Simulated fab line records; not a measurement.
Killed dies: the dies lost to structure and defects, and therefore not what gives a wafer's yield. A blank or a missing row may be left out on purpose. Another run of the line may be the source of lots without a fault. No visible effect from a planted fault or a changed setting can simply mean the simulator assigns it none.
fab line records + flow ritCmos
[record]
- lots = 7
- wafers = 21
- lastDay = 7
route steps=202 shown PWELL@44 WELLDRIVE@50 NWELL@51 NRETRO@53 M1@202
lots with no fault: from the same line, run without faults
startH: hours from the record's first day to the start of the lot's first wafer shown + waitH: hours from the lot's prior step to this one + " identical to the entry in the row above + L1.1+2: several wafers, shown together as one row + - value missing, or start not given + * or withheld: withheld + < > ~ a bound
route shown NAME@n: names a module that has steps shown in the file, with the first one's number in the route + usual: mean and standard deviation over wafers with no fault + same: alike in all rows + chamber/n: place in a boat + sites: per-site readings + _std_site: standard deviation across them + _edge_site: mean of outer sites minus mean of inner sites + radiusMm: for every site, how far away it sits from the centre of the wafer + mask NAME#n: copy n + behind: the last tool/chamber to shape the wafer + hold: cause of the lot's hold/its duration in hours/its outcome + device: whichever transistor did not switch (one of n, p or np) + end of line: tests of these same wafers at the route's end + step lacking rows: just its recipe + killed: at the first sort, the dies lost to defects and structure; wafer yield is something else + map: a wafer's dies, x killed, . not, _ none there
set.NAME: the setting that was run; set.NAME@STEP: the one run at that earlier step + model.NAME: the simulator's own value behind a step, which no gauge read
a table for each step, a row for each wafer; lots at some steps of the route
services: the hour from which a tool's chamber was out of use, counted from the record's first day as startH (under 0 if before that day), plus the number of hours and why
[[steps]]
[step RIT_PWELL_DEVELOP_05]
[recipe]
- resist = NOVOLAK
- developTimeS = 68
- devTempC = 23
[step RIT_PWELL_OVL_MEAS_06]
[usual]
- PWELL_OVL = 0.0/1.4
| lot.wafer | tool       | chamber | startH | waitH | PWELL_OVL[nm] |
|-----------|------------|---------|--------|-------|---------------|
| L230.2    | overlay-02 | -       | 54.11  | -     | -0.4          |
| L230.3    | "          | -       | "      | "     | 0.3           |
| L230.5    | "          | -       | "      | "     | 0.6           |
| L235.3    | overlay-02 | -       | 78.83  | -     | 1.5           |
| L235.4    | "          | -       | "      | "     | -1.8          |
| L235.5    | "          | -       | "      | "     | -1.0          |
| L237.1    | overlay-01 | -       | 88.33  | -     | -1.4          |
| L237.5    | "          | -       | "      | "     | 1.3           |
| L237.6    | "          | -       | "      | "     | 0.2           |
| L238.1    | overlay-02 | -       | 94.08  | -     | -0.1          |
| L238.3    | "          | -       | "      | "     | -0.2          |
| L238.4    | "          | -       | "      | "     | -1.4          |
| L239.3    | overlay-02 | -       | 100.27 | -     | -2.3          |
| L239.4    | "          | -       | "      | "     | -0.5          |
| L239.5    | "          | -       | "      | "     | -1.0          |
| L240.1    | overlay-02 | -       | 103.63 | -     | 0.4           |
| L240.3    | "          | -       | "      | "     | 1.6           |
| L240.6    | "          | -       | "      | "     | 1.6           |
| L247.2    | overlay-02 | -       | 139.42 | -     | -1.0          |
| L247.4    | "          | -       | "      | "     | -0.3          |
| L247.5    | "          | -       | "      | "     | 0.1           |
[step RIT_PWELL_HARDBAKE_07]
[recipe]
- resist = NOVOLAK
- tempC = 140
- timeS = 120
[step RIT_PWELL_IMPLANT_08]
[recipe]
- species = B
- energyKev = 170
- doseCm2 = 7e+13
- tiltDeg = 7
[step RIT_PWELL_STRIP_09]
[recipe]
- chemistry = O2
- timeS = 180
- resist = NOVOLAK
- platenTempC = withheld
- powerW = 500
- pressureMtorr = 4000
- o2FlowSccm = 4000
[usual]
- drypumpMotorCurrentA = 5.7/0.34
| lot.wafer | tool           | chamber | startH | waitH | drypumpMotorCurrentA | rfHoursCounterH |
|-----------|----------------|---------|--------|-------|----------------------|-----------------|
| L230.2    | plasmaAsher-02 | 0       | 54.54  | 0.1   | 5.3                  | 39              |
| L230.3    | "              | 1       | "      | "     | 6.0                  | -               |
| L230.5    | "              | 1       | "      | "     | 6.1                  | -               |
| L235.3    | plasmaAsher-02 | 0       | 79.32  | 0.1   | 5.3                  | -               |
| L235.4    | "              | 1       | "      | "     | 6.1                  | -               |
| L235.5    | "              | 0       | "      | "     | 5.3                  | -               |
| L237.1    | plasmaAsher-04 | 1       | 88.76  | 0.1   | 5.7                  | 46              |
| L237.5    | "              | 0       | "      | "     | 6.3                  | -               |
| L237.6    | "              | 1       | "      | "     | 5.7                  | -               |
| L238.1    | plasmaAsher-01 | 0       | 94.52  | 0.1   | 5.7                  | 30              |
| L238.3    | "              | 0       | "      | "     | 5.7                  | -               |
| L238.4    | "              | 1       | "      | "     | 5.4                  | -               |
| L239.3    | plasmaAsher-04 | 1       | 100.85 | 0.1   | 5.7                  | -               |
| L239.4    | "              | 0       | "      | "     | 6.3                  | -               |
| L239.5    | "              | 1       | "      | "     | 5.7                  | -               |
| L240.1    | plasmaAsher-01 | 1       | 104.07 | 0.1   | 5.4                  | 31              |
| L240.3    | "              | 1       | "      | "     | 5.4                  | -               |
| L240.6    | "              | 1       | "      | "     | 5.4                  | -               |
| L247.2    | plasmaAsher-01 | 0       | 139.85 | 0.1   | 5.8                  | 35              |
| L247.4    | "              | 0       | "      | "     | 5.8                  | -               |
| L247.5    | "              | 1       | "      | "     | 5.4                  | -               |
[step RIT_PWELL_TW_MEAS_10]
[usual]
- PWELL_TW = 960/4.9
| lot.wafer | tool         | chamber | startH | waitH | PWELL_TW |
|-----------|--------------|---------|--------|-------|----------|
| L230.2    | filmMetro-02 | -       | 54.73  | 0.1   | 958      |
| L230.3    | "            | -       | "      | "     | 958      |
| L230.5    | "            | -       | "      | "     | 956      |
| L235.3    | filmMetro-01 | -       | 79.45  | 0.1   | 967      |
| L235.4    | "            | -       | "      | "     | 962      |
| L235.5    | "            | -       | "      | "     | 967      |
| L237.1    | filmMetro-04 | -       | 88.94  | 0.1   | 958      |
| L237.5    | "            | -       | "      | "     | 956      |
| L237.6    | "            | -       | "      | "     | 955      |
| L238.1    | filmMetro-01 | -       | 94.69  | 0.1   | 966      |
| L238.3    | "            | -       | "      | "     | 965      |
| L238.4    | "            | -       | "      | "     | 965      |
| L239.3    | filmMetro-02 | -       | 100.98 | 0.1   | 953      |
| L239.4    | "            | -       | "      | "     | 953      |
| L239.5    | "            | -       | "      | "     | 956      |
| L240.1    | filmMetro-04 | -       | 104.24 | 0.1   | 964      |
| L240.3    | "            | -       | "      | "     | 963      |
| L240.6    | "            | -       | "      | "     | 962      |
| L247.2    | filmMetro-02 | -       | 140.04 | 0.1   | 947      |
| L247.4    | "            | -       | "      | "     | 950      |
| L247.5    | "            | -       | "      | "     | 945      |
[step RIT_WELLDRIVE_ANNEAL_00]
[recipe]
- tempC = 1100
- timeS = 14700
- ambient = N2
[step RIT_WELLDRIVE_RS_MEAS_01]
[recipe]
- thkMeasGauge = four-point-probe
[usual]
- NWELL_RS = 275.1/0.75
| lot.wafer | tool         | chamber | startH | waitH | NWELL_RS[ohm/sq] |
|-----------|--------------|---------|--------|-------|------------------|
| L230.2    | filmMetro-02 | -       | 59.88  | 0.0   | 274.8            |
| L230.3    | "            | -       | "      | "     | 274.9            |
| L230.5    | "            | -       | "      | "     | 274.5            |
| L235.3    | filmMetro-04 | -       | 84.73  | 0.0   | 274.4            |
| L235.4    | "            | -       | "      | "     | 276.3            |
| L235.5    | "            | -       | "      | "     | 275.4            |
| L237.1    | filmMetro-02 | -       | 95.61  | 0.0   | 275.1            |
| L237.5    | "            | -       | "      | "     | 274.6            |
| L237.6    | "            | -       | "      | "     | 274.1            |
| L238.1    | filmMetro-02 | -       | 99.84  | 0.0   | 277.4            |
| L238.3    | "            | -       | "      | "     | 277.1            |
| L238.4    | "            | -       | "      | "     | 277.0            |
| L239.3    | filmMetro-04 | -       | 106.15 | 0.0   | 274.2            |
| L239.4    | "            | -       | "      | "     | 274.3            |
| L239.5    | "            | -       | "      | "     | 274.2            |
| L240.1    | filmMetro-04 | -       | 110.35 | 0.0   | 274.5            |
| L240.3    | "            | -       | "      | "     | 274.4            |
| L240.6    | "            | -       | "      | "     | 274.2            |
| L247.2    | filmMetro-04 | -       | 145.68 | 0.0   | 274.3            |
| L247.4    | "            | -       | "      | "     | 274.7            |
| L247.5    | "            | -       | "      | "     | 274.6            |
[step RIT_WELLDRIVE_RS_MEAS_02]
[recipe]
- thkMeasGauge = four-point-probe
[usual]
- PWELL_RS = 429.3/1.1
| lot.wafer | tool         | chamber | startH | waitH | PWELL_RS[ohm/sq] |
|-----------|--------------|---------|--------|-------|------------------|
| L230.2    | filmMetro-02 | -       | 60.00  | 0.1   | 431.4            |
| L230.3    | "            | -       | "      | "     | 430.5            |
| L230.5    | "            | -       | "      | "     | 430.3            |
| L235.3    | filmMetro-04 | -       | 84.85  | 0.1   | 429.4            |
| L235.4    | "            | -       | "      | "     | 429.7            |
| L235.5    | "            | -       | "      | "     | 428.9            |
| L237.1    | filmMetro-02 | -       | 95.73  | 0.1   | 429.7            |
| L237.5    | "            | -       | "      | "     | 428.9            |
| L237.6    | "            | -       | "      | "     | 428.6            |
| L238.1    | filmMetro-02 | -       | 99.96  | 0.1   | 430.1            |
| L238.3    | "            | -       | "      | "     | 428.7            |
| L238.4    | "            | -       | "      | "     | 429.4            |
| L239.3    | filmMetro-04 | -       | 106.27 | 0.1   | 430.3            |
| L239.4    | "            | -       | "      | "     | 429.7            |
| L239.5    | "            | -       | "      | "     | 431.2            |
| L240.1    | filmMetro-04 | -       | 110.47 | 0.1   | 428.8            |
| L240.3    | "            | -       | "      | "     | 427.1            |
| L240.6    | "            | -       | "      | "     | 427.4            |
| L247.2    | filmMetro-04 | -       | 145.80 | 0.1   | 430.2            |
| L247.4    | "            | -       | "      | "     | 431.4            |
| L247.5    | "            | -       | "      | "     | 430.3            |
[step RIT_NRETRO_HMDS_00]
[recipe]
- primeTimeS = 60
- primeTempC = 140
[step RIT_NRETRO_COAT_01]
[recipe]
- resist = NOVOLAK
- spinRpm = 2000
- resistThkNm = 1300
[step RIT_NRETRO_SOFTBAKE_02]
[recipe]
- resist = NOVOLAK
- tempC = 90
- timeS = 60
[step RIT_NRETRO_EXPOSE_03]
[recipe]
- maskId = M4
- na = 0.57
- targetCdNm = 43900
- doseMj = 250
[usual]
- exposureDoseMJCm2 = 249.94/0.24
[same]
- na = 0.57
| lot.wafer | tool            | chamber | startH | waitH | mask | exposureDoseMJCm2 | model.NRETRO.overlayXNm |
|-----------|-----------------|---------|--------|-------|------|-------------------|-------------------------|
| L230.2    | ilineStepper-01 | 0       | 60.58  | 0.1   | M4#0 | 250.13            | -0.4932                 |
| L230.3    | "               | 0       | "      | "     | M4#0 | 250.06            | -0.4932                 |
| L230.5    | "               | 0       | "      | "     | M4#0 | 249.97            | -0.4932                 |
| L235.3    | ilineStepper-01 | 0       | 85.54  | 0.2   | M4#0 | 249.81            | 0.3306                  |
| L235.4    | "               | 0       | "      | "     | M4#0 | 249.97            | 0.3306                  |
| L235.5    | "               | 0       | "      | "     | M4#0 | 249.79            | 0.3306                  |
| L237.1    | ilineStepper-02 | 0       | 96.43  | 0.2   | M4#0 | 250.13            | -1.405                  |
| L237.5    | "               | 0       | "      | "     | M4#0 | 250.08            | -1.405                  |
| L237.6    | "               | 0       | "      | "     | M4#0 | 250.15            | -1.405                  |
| L238.1    | ilineStepper-01 | 0       | 100.65 | 0.2   | M4#0 | 250.31            | 1.145e+04               |
| L238.3    | "               | 0       | "      | "     | M4#0 | 249.94            | 1.145e+04               |
| L238.4    | "               | 0       | "      | "     | M4#0 | 249.72            | 1.145e+04               |
| L239.3    | ilineStepper-01 | 0       | 106.83 | 0.1   | M4#0 | 249.66            | 1.145e+04               |
| L239.4    | "               | 0       | "      | "     | M4#0 | 249.61            | 1.145e+04               |
| L239.5    | "               | 0       | "      | "     | M4#0 | 249.38            | 1.145e+04               |
| L240.1    | ilineStepper-01 | 0       | 111.04 | 0.1   | M4#0 | 249.99            | 1.145e+04               |
| L240.3    | "               | 0       | "      | "     | M4#0 | 250.23            | 1.145e+04               |
| L240.6    | "               | 0       | "      | "     | M4#0 | 250.00            | 1.145e+04               |
| L247.2    | ilineStepper-02 | 0       | 146.49 | 0.2   | M4#0 | 250.22            | 0.5009                  |
| L247.4    | "               | 0       | "      | "     | M4#0 | 250.37            | 0.5009                  |
| L247.5    | "               | 0       | "      | "     | M4#0 | 250.07            | 0.5009                  |
[step RIT_NRETRO_PEB_04]
[recipe]
- resist = NOVOLAK
- tempC = withheld
- timeS = withheld
[step RIT_NRETRO_DEVELOP_05]
[recipe]
- resist = NOVOLAK
- developTimeS = 68
- devTempC = 23
[step RIT_NRETRO_OVL_MEAS_06]
[usual]
- NRETRO_OVL = -0.7/1.4
| lot.wafer | tool       | chamber | startH | waitH | NRETRO_OVL[nm] |
|-----------|------------|---------|--------|-------|----------------|
| L230.2    | overlay-02 | -       | 61.00  | -     | -1.3           |
| L230.3    | "          | -       | "      | "     | -1.8           |
| L230.5    | "          | -       | "      | "     | -2.7           |
| L235.3    | overlay-02 | -       | 85.94  | -     | -2.0           |
| L235.4    | "          | -       | "      | "     | -1.0           |
| L235.5    | "          | -       | "      | "     | -1.3           |
| L237.1    | overlay-02 | -       | 96.86  | -     | -1.6           |
| L237.5    | "          | -       | "      | "     | -2.8           |
| L237.6    | "          | -       | "      | "     | -1.0           |
| L238.1    | overlay-02 | -       | 101.10 | -     | -              |
| L238.3    | "          | -       | "      | "     | -              |
| L238.4    | "          | -       | "      | "     | -              |
| L239.3    | overlay-01 | -       | 107.24 | -     | -              |
| L239.4    | "          | -       | "      | "     | -              |
| L239.5    | "          | -       | "      | "     | -              |
| L240.1    | overlay-02 | -       | 111.47 | -     | -              |
| L240.3    | "          | -       | "      | "     | -              |
| L240.6    | "          | -       | "      | "     | -              |
| L247.2    | overlay-02 | -       | 146.91 | -     | -0.2           |
| L247.4    | "          | -       | "      | "     | 2.0            |
| L247.5    | "          | -       | "      | "     | -0.6           |
[step RIT_NRETRO_HARDBAKE_07]
[recipe]
- resist = NOVOLAK
- tempC = 140
- timeS = 120
[step RIT_M1_PROBE_99]
[usual]
- killedAtContacts = 0.1/0.31
- killedAtFrontEnd = 6.3/2.7
- killedDies = 6.4/2.7
- killedOnRim = 1.7/1.4
- killedOpen = 3.3/2
- killedShort = 3/1.8
[same]
- grossDies = 264
- killed_at_M0_to_M3 = 0
- killed_at_M4_up = 0
- killedAtBackSide = 0
- killedAtOther = 0
| lot.wafer | tool      | chamber | startH | waitH | killedAtContacts | killedAtFrontEnd | killedDies | killedOnRim | killedOpen | killedShort | model.etest.pmos_0p3.rOnOhmUm | model.etest.pmosTurned.rOnOhmUm | model.etest.pmos_0p15.rOnOhmUm | model.etest.nmos_0p3.rOnOhmUm | model.etest.nmosTurned.driveUaUm | model.etest.nmos_0p15.driveUaUm | model.etest.nmos_0p15.rOnOhmUm | model.etest.pmos_0p15.driveUaUm |
|-----------|-----------|---------|--------|-------|------------------|------------------|------------|-------------|------------|-------------|-------------------------------|---------------------------------|--------------------------------|-------------------------------|----------------------------------|---------------------------------|--------------------------------|---------------------------------|
| L230.2    | prober-01 | -       | 92.53  | 0.1   | 0                | 5                | 5          | 1           | 2          | 3           | 6250                          | 3357                            | 2667                           | 2164                          | 326.5                            | 473.4                           | 1096                           | 263.5                           |
| L230.3    | prober-01 | -       | 92.58  | 0.2   | 0                | 2                | 2          | 1           | 2          | 0           | 6158                          | 3385                            | 2700                           | 2158                          | 327.6                            | 461.3                           | 1139                           | 260.1                           |
| L230.5    | prober-01 | -       | 92.68  | 0.2   | 0                | 4                | 4          | 1           | 2          | 2           | 6124                          | 3296                            | 2666                           | 2131                          | 332.9                            | 468.7                           | 1084                           | 264.3                           |
| L235.3    | prober-02 | -       | 117.50 | 0.2   | 0                | 5                | 5          | 3           | 2          | 3           | 6375                          | 3427                            | 2764                           | 2164                          | 322.9                            | 467.7                           | 1130                           | 259.8                           |
| L235.4    | prober-02 | -       | 117.55 | 0.2   | 0                | 8                | 8          | 2           | 4          | 4           | 6327                          | 3436                            | 2767                           | 2155                          | 319                              | 468.8                           | 1113                           | 255.2                           |
| L235.5    | prober-02 | -       | 117.60 | 0.2   | 0                | 4                | 4          | 1           | 4          | 0           | 6137                          | 3260                            | 2615                           | 2137                          | 330.7                            | 481.4                           | 1103                           | 270.3                           |
| L237.1    | prober-01 | -       | 126.46 | 0.1   | 0                | 11               | 11         | 2           | 7          | 4           | 6115                          | 3361                            | 2709                           | 2082                          | 342.6                            | 483.9                           | 1094                           | 260.3                           |
| L237.5    | prober-01 | -       | 126.66 | 0.2   | 0                | 6                | 6          | 3           | 2          | 4           | 6150                          | 3396                            | 2744                           | 2081                          | 337.2                            | 474.6                           | 1088                           | 257.4                           |
| L237.6    | prober-01 | -       | 126.71 | 0.2   | 0                | 4                | 4          | 3           | 2          | 2           | 6246                          | 3451                            | 2801                           | 2127                          | 337.4                            | 471                             | 1108                           | 251.7                           |
| L238.1    | prober-02 | -       | 130.12 | 0.1   | 0                | 264              | 264        | 70          | 3          | 2           | 4843                          | 2527                            | 2142                           | 1824                          | 469.7                            | 582                             | 956.3                          | 371.1                           |
| L238.3    | prober-02 | -       | 130.22 | 0.2   | 0                | 264              | 264        | 70          | 2          | 3           | 4974                          | 2645                            | 2246                           | 1870                          | 455.4                            | 576.2                           | 1022                           | 357.5                           |
| L238.4    | prober-02 | -       | 130.27 | 0.2   | 0                | 264              | 264        | 70          | 4          | 2           | 4952                          | 2668                            | 2242                           | 1859                          | 450.5                            | 562.8                           | 1031                           | 356.3                           |
| L239.3    | prober-01 | -       | 138.19 | 0.2   | 0                | 264              | 264        | 70          | 6          | 2           | 5050                          | 2656                            | 2240                           | 1892                          | 458.3                            | 578.7                           | 1030                           | 361.6                           |
| L239.4    | prober-01 | -       | 138.24 | 0.2   | 1                | 263              | 264        | 70          | 1          | 5           | 5126                          | 2703                            | 2284                           | 1905                          | 445.6                            | 565.9                           | 1044                           | 350.1                           |
| L239.5    | prober-01 | -       | 138.29 | 0.2   | 0                | 264              | 264        | 70          | 4          | 7           | 5142                          | 2722                            | 2309                           | 1935                          | 446.2                            | 561.1                           | 1056                           | 347.9                           |
| L240.1    | prober-02 | -       | 139.75 | 0.1   | 0                | 264              | 264        | 70          | 4          | 2           | 5146                          | 2775                            | 2330                           | 1932                          | 425.2                            | 545.4                           | 1057                           | 341                             |
| L240.3    | prober-02 | -       | 139.85 | 0.2   | 0                | 264              | 264        | 70          | 6          | 3           | 5268                          | 2770                            | 2328                           | 1967                          | 420                              | 542.2                           | 1066                           | 336.4                           |
| L240.6    | prober-02 | -       | 140.00 | 0.2   | 0                | 264              | 264        | 70          | 4          | 3           | 5195                          | 2815                            | 2353                           | 1956                          | 417.4                            | 542.8                           | 1066                           | 334.1                           |
| L247.2    | prober-01 | -       | 179.81 | 0.1   | 0                | 5                | 5          | 0           | 3          | 2           | 6599                          | 3757                            | 2991                           | 2228                          | 298.9                            | 435.9                           | 1177                           | 230.1                           |
| L247.4    | prober-01 | -       | 179.91 | 0.2   | 0                | 5                | 5          | 0           | 2          | 3           | 6562                          | 3673                            | 2931                           | 2201                          | 307.7                            | 440.8                           | 1123                           | 235.4                           |
| L247.5    | prober-01 | -       | 179.96 | 0.2   | 0                | 7                | 7          | 2           | 6          | 1           | 6598                          | 3686                            | 2974                           | 2230                          | 303.2                            | 436.2                           | 1173                           | 233                             |
// killed by level:class
L230.2 FOX1:geometricParticle:open=1 FOX2:geometricParticle:short=1 GATE:geometricParticle:open=1 GATE:geometricParticle:short=1 REOX:geometricParticle:short=1
L230.3 FOX1:geometricParticle:open=1 REOX:geometricParticle:open=1
L230.5 GATE:geometricParticle:open=2 REOX:geometricParticle:short=2
L235.3 GATE:geometricParticle:short=2 FOX1:geometricParticle:open=1 FOX2:geometricParticle:short=1 SPACER:geometricParticle:open=1
L235.4 GATE:geometricParticle:open=2 FOX1:geometricParticle:open=1 FOX1:geometricParticle:short=1 FOX2:geometricParticle:short=1 GATE:geometricParticle:short=1 REOX:geometricParticle:short=1 REOX:geometricParticle:open=1
L235.5 GATE:geometricParticle:open=3 SPACER:geometricParticle:open=1
L237.1 SPACER:geometricParticle:open=5 GATE:geometricParticle:short=3 GATE:geometricParticle:open=2 SPACER:geometricParticle:short=1
L237.5 SPACER:geometricParticle:short=2 GATE:geometricParticle:open=1 GATE:geometricParticle:short=1 REOX:geometricParticle:short=1 REOX:geometricParticle:open=1
L237.6 FOX2:geometricParticle:open=1 FOX2:geometricParticle:short=1 GATE:geometricParticle:open=1 GATE:geometricParticle:short=1
L238.1 NRETRO:overlay=259 FOX1:geometricParticle:open=1 FOX2:geometricParticle:short=1 GATE:geometricParticle:open=1 REOX:geometricParticle:open=1 SPACER:geometricParticle:short=1
L238.3 NRETRO:overlay=259 FOX1:geometricParticle:short=1 GATE:geometricParticle:short=1 GATE:geometricParticle:open=1 REOX:geometricParticle:open=1 SILICIDE:geometricParticle:short=1
L238.4 NRETRO:overlay=258 GATE:geometricParticle:open=2 FOX1:geometricParticle:open=1 FOX2:geometricParticle:open=1 FOX2:geometricParticle:short=1 REOX:geometricParticle:short=1
L239.3 NRETRO:overlay=256 GATE:geometricParticle:open=3 FOX1:geometricParticle:open=1 FOX1:geometricParticle:short=1 GATE:geometricParticle:short=1 SPACER:geometricParticle:open=1 SILICIDE:geometricParticle:open=1
L239.4 NRETRO:overlay=258 GATE:geometricParticle:short=2 REOX:geometricParticle:short=1 SPACER:geometricParticle:short=1 SPACER:geometricParticle:open=1 CONTACT:geometricParticle:short=1
L239.5 NRETRO:overlay=253 GATE:geometricParticle:short=3 FOX1:geometricParticle:short=1 FOX1:geometricParticle:open=1 GATE:geometricParticle:open=1 REOX:geometricParticle:open=1 REOX:geometricParticle:short=1 SPACER:geometricParticle:short=1
L240.1 NRETRO:overlay=258 FOX2:geometricParticle:open=1 GATE:geometricParticle:short=1 GATE:geometricParticle:open=1 SPACER:geometricParticle:open=1 SPACER:geometricParticle:short=1 SILICIDE:geometricParticle:open=1
L240.3 NRETRO:overlay=255 GATE:geometricParticle:short=3 FOX1:geometricParticle:open=2 GATE:geometricParticle:open=2 SPACER:geometricParticle:open=1 SILICIDE:geometricParticle:open=1
L240.6 NRETRO:overlay=257 FOX1:geometricParticle:open=2 GATE:geometricParticle:open=2 FOX2:geometricParticle:short=1 GATE:geometricParticle:short=1 SILICIDE:geometricParticle:short=1
L247.2 REOX:geometricParticle:open=2 REOX:geometricParticle:short=2 GATE:geometricParticle:open=1
L247.4 GATE:geometricParticle:short=3 SPACER:geometricParticle:open=1 SILICIDE:geometricParticle:open=1
L247.5 GATE:geometricParticle:open=4 SPACER:geometricParticle:open=2 FOX1:geometricParticle:short=1
// map L238.1 (x killed, . not)
________xxxxxxx_______
_____xxxxxxxxxxxxx____
____xxxxxxxxxxxxxxx___
___xxxxxxxxxxxxxxxxx__
__xxxxxxxxxxxxxxxxxxx_
__xxxxxxxxxxxxxxxxxxx_
_xxxxxxxxxxxxxxxxxxxxx
_xxxxxxxxxxxxxxxxxxxxx
_xxxxxxxxxxxxxxxxxxxxx
_xxxxxxxxxxxxxxxxxxxxx
__xxxxxxxxxxxxxxxxxxx_
__xxxxxxxxxxxxxxxxxxx_
___xxxxxxxxxxxxxxxxx__
____xxxxxxxxxxxxxxx___
_____xxxxxxxxxxxxx____
________xxxxxxx_______
// map L239.3 (x killed, . not)
________xxxxxxx_______
_____xxxxxxxxxxxxx____
____xxxxxxxxxxxxxxx___
___xxxxxxxxxxxxxxxxx__
__xxxxxxxxxxxxxxxxxxx_
__xxxxxxxxxxxxxxxxxxx_
_xxxxxxxxxxxxxxxxxxxxx
_xxxxxxxxxxxxxxxxxxxxx
_xxxxxxxxxxxxxxxxxxxxx
_xxxxxxxxxxxxxxxxxxxxx
__xxxxxxxxxxxxxxxxxxx_
__xxxxxxxxxxxxxxxxxxx_
___xxxxxxxxxxxxxxxxx__
____xxxxxxxxxxxxxxx___
_____xxxxxxxxxxxxx____
________xxxxxxx_______
[[services]]
| tool            | chamber | startH | hours | kind      |
|-----------------|---------|--------|-------|-----------|
| plasmaAsher-04  | -       | 68.49  | 0.4   | repair    |
| ilineStepper-01 | -       | 81.64  | 1.3   | repair    |
| ilineStepper-02 | -       | 103.32 | 1.7   | pm        |
| plasmaAsher-02  | -       | 108.75 | 9.0   | pm        |
| plasmaAsher-02  | 0       | 108.75 | 9.0   | ventCycle |
| plasmaAsher-02  | 1       | 108.75 | 9.0   | ventCycle |
| plasmaAsher-02  | 0       | 117.75 | -     | clean     |
| plasmaAsher-02  | 1       | 117.75 | -     | clean     |
| plasmaAsher-04  | -       | 144.55 | 14.6  | pm        |
[[key]]
[firstSign]
- step = RIT_NRETRO_OVL_MEAS_06
- reading = NRETRO_OVL
- direction = missing
[effect]
- step = RIT_M1_PROBE_99
- reading = killedDies
- direction = up
- sigmas = 96
- usual = 6.4
- struck = 264
[modelEffect]
- step = RIT_NRETRO_EXPOSE_03
- value = NRETRO.overlayXNm
- without = 0.2278
- struck = 1.145e+04
[modelEffect]
- step = RIT_M1_PROBE_99
- value = etest.pmos_0p3.rOnOhmUm
- without = 6309
- struck = 5077
[moreKillsBornAt]
- RIT_NRETRO_EXPOSE_03@ilineStepper-01 = 2313
metAt RIT_NRETRO_EXPOSE_03
struckWafers L238.1,L238.3,L238.4,L239.3,L239.4,L239.5,L240.1,L240.3,L240.6
testerLeftOut L238,L239,L240
onsetBetween 85.54 100.65
[fault]
- kind = scannerMatchingOverlay
- tool = ilineStepper-01
- chamber = -
- onsetH = 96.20
- steps = RIT_NRETRO_EXPOSE_03
- offset = 11453
// testerLeftOut: of these lots the tester's yield and bins aren't shown, on N5 and GAA mostly nor the transistor test; their killed dies are dies lost to structure and defects alone, not to doping, threshold or leakage, so they don't give the yield
